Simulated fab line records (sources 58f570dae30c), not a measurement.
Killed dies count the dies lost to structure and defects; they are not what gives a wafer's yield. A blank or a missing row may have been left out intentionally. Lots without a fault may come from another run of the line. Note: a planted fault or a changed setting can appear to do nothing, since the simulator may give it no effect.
What tool caused it? | flow berkeleyCmos170 | 14 lots, 42 wafers sampled, at 3 steps of a route of 331

== WHAT EACH GAUGE READ, for each wafer ==
UCB170_NWELL_TW_MEAS_16. Usual: for NWELL_TW the level is 1252 and the standard deviation is 9.
lot  | measured    | on           | NWELL_TW                      | flag
L396 | day 2 13:19 | filmMetro-02 | 1246 1248 1247                | 
L397 | day 2 22:23 | filmMetro-02 | 1243 1241 1244                | 
L399 | day 3 08:10 | filmMetro-01 | 1262 1266 1260                | 
L400 | day 3 08:28 | filmMetro-02 | 1253 1245 1248                | 
L403 | day 3 22:21 | filmMetro-02 | 1248 1240 1243                | 
L405 | day 4 15:19 | filmMetro-01 | 1268 1266 1263                | 
L407 | day 4 20:47 | filmMetro-03 | 1329 1328 1329 1327 1326 1328 | OFF
L408 | day 5 06:19 | filmMetro-02 | 1309 1310 1318 1311 1319 1315 | OFF
L413 | day 5 22:29 | filmMetro-03 | 1256 1258 1260                | 
L414 | day 6 07:41 | filmMetro-01 | 1263 1260 1260                | 
L415 | day 6 11:44 | filmMetro-03 | 1254 1257 1259                | 
L416 | day 6 20:56 | filmMetro-02 | 1236 1240 1240                | 
L417 | day 7 06:07 | filmMetro-01 | 1261 1258 1251                | 
L419 | day 7 17:51 | filmMetro-03 | 1258 1252 1258                | 

UCB170_V1_OVL_MEAS_13. Usual: for V1_OVL the level is -2 nm and the standard deviation is 4.5.
lot  | measured     | on         | V1_OVL (nm) | flag
L396 | day 8 18:23  | overlay-01 | -3 4 -6     | 
L397 | day 9 09:16  | overlay-01 | -11 -3 -1   | 
L399 | day 9 12:56  | overlay-02 | -10 -9 1    | 
L400 | day 9 10:43  | overlay-01 | 1 -8 -1     | 
L403 | day 10 03:10 | overlay-02 | 1 -2 3      | 
L405 | day 10 20:05 | overlay-01 | -1 -1 5     | 
L407 | day 11 04:29 | overlay-01 | 2 -2 2      | 
L408 | day 11 22:42 | overlay-01 | -13 -4 0    | 
L413 | day 12 02:37 | overlay-01 | 5 3 -1      | 
L414 | day 13 04:45 | overlay-01 | -6 -4 -2    | 
L415 | day 13 06:49 | overlay-02 | -4 0 -5     | 
L416 | day 13 07:05 | overlay-02 | -3 -3 -2    | 
L417 | day 13 07:31 | overlay-01 | 3 0 -1      | 
L419 | day 14 02:16 | overlay-02 | -4 -1 -3    | 

== WHAT TOOL EACH LOT RAN ON (gives the tool, then ch and the chambers of the sampled wafers, and finally the start) ==
lot  | UCB170_NWELL_IMPLANT_14
L396 | implanter-03 ch 0, day 2 13:04
L397 | implanter-02 ch 0, day 2 22:08
L399 | implanter-03 ch 0, day 3 07:55
L400 | implanter-02 ch 0, day 3 08:13
L403 | implanter-03 ch 0, day 3 22:07
L405 | implanter-02 ch 0, day 4 15:06
L407 | implanter-02 ch 0, day 4 20:32
L408 | implanter-02 ch 0, day 5 06:04
L413 | implanter-01 ch 0, day 5 22:14
L414 | implanter-01 ch 0, day 6 07:28
L415 | implanter-03 ch 0, day 6 11:29
L416 | implanter-01 ch 0, day 6 20:41
L417 | implanter-03 ch 0, day 7 05:52
L419 | implanter-01 ch 0, day 7 17:36
- UCB170_NWELL_IMPLANT_14

== AS READ BY THE TOOLS THEMSELVES (means over the sampled wafers that have a number; for cases with no such wafer, the mark the record gives instead) ==
UCB170_NWELL_IMPLANT_14. Usual: 150.00 for beamEnergyKeV, sd 0.051.
lot  | tool         | beamEnergyKeV | flag
L396 | implanter-03 | 150.01        | 
L397 | implanter-02 | 149.93        | 
L399 | implanter-03 | 149.99        | 
L400 | implanter-02 | 150.06        | 
L403 | implanter-03 | 150.04        | 
L405 | implanter-02 | 150.05        | 
L407 | implanter-02 | 202.53        | OFF
L408 | implanter-02 | 202.46        | OFF
L413 | implanter-01 | 149.94        | 
L414 | implanter-01 | 150.01        | 
L415 | implanter-03 | 150.02        | 
L416 | implanter-01 | 150.02        | 
L417 | implanter-03 | 149.97        | 
L419 | implanter-01 | 150.04        | 

== THE ANSWER, worked out from the rows above alone ==
Rule: a lot is off if the mean of its wafers that have a number lies more than 3 standard deviations from the usual mean. Also off: a lot with no number at a reading for which 4 or more lots have one. Where the step has rows for the other lots, those lots are counted as sound. Order of review: gauges by route order, followed by the tools' own readings, for which a lot's mean as printed above is used. The first step at which some lot is off is used, and at that step the reading that is off furthest; a lot without a number counts as furthest.
Off: at UCB170_NWELL_TW_MEAS_16 (NWELL_TW), L407, L408.
A tool fits if, at a process step before that reading, it ran every lot that is off, and no sound lot after the first of them. Not tried: the gauges at UCB170_NWELL_TW_MEAS_16; whatever is off there is also off at UCB170_NWELL_IMPLANT_14, on other tools, and gauge error can't account for it. One fits: UCB170_NWELL_IMPLANT_14 on implanter-02. Its last sound lot is L405 (day 4 15:06), its first lot that is off L407 (day 4 20:32): a fault that began between those two fits.
On the lots that are off, the tool's own readings at UCB170_NWELL_IMPLANT_14 differ by more than 5 times the standard deviation of the sound lots' means, which bears it out; beamEnergyKeV reads 202.50 there versus 150.01 on the sound lots.

== WHAT THE SIMULATOR HAD PUT IN ==
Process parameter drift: implanter-02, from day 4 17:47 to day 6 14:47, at UCB170_NWELL_IMPLANT_14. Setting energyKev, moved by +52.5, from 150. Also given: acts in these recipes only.
Lots struck among those shown: L407, L408. Same finding as the rule above.
